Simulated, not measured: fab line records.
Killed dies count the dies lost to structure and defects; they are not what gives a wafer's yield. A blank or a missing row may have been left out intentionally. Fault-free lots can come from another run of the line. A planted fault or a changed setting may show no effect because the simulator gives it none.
Which tool is to blame? + flow rit-cmos + route of 202 steps, sampled at 1 step: 7 lots, 21 wafers

WHAT THE GAUGES SHOWED, per wafer
RIT_FOX1_THK_MEAS_01.
| lot  | measured    | on            | FOX1_OXIDE_THK (nm) |
|------|-------------|---------------|---------------------|
| L339 | day 2 09:43 | film-metro-04 | 348 348 353         |
| L342 | day 3 02:00 | film-metro-01 | 348 347 357         |
| L344 | day 3 10:24 | film-metro-01 | 356 342 346         |
| L348 | day 4 06:27 | film-metro-01 | 345 344 350         |
| L350 | day 4 18:49 | film-metro-04 | 351 343 343         |
| L352 | day 5 02:21 | film-metro-01 | 353 350 353         |
| L358 | day 6 08:04 | film-metro-03 | 352 351 348         |

WHAT TOOL EACH LOT RAN ON (gives the tool, then ch and the chambers of the sampled wafers, and finally the start)
The record shows no process step preceding these readings.

THE ANSWER, worked out from the rows above alone
Rule: the usual values come from the lots themselves. Put in order of their means at a reading, lots are off if they are a third of the lots or fewer, leave a main group of 4 or more, and stand apart from it by a gap of 3 or more times the standard deviation of the main group's means; of several such gaps the widest counts. If all means in a main group match to the digits the tables above print for the reading, that group is not used. Also off: a lot with no number at a reading for which 4 or more lots have one. The other lots that the step has rows for count as sound.
None of the lots is off at any reading shown; this tells nothing.

WHAT THE SIMULATOR HAD INSERTED
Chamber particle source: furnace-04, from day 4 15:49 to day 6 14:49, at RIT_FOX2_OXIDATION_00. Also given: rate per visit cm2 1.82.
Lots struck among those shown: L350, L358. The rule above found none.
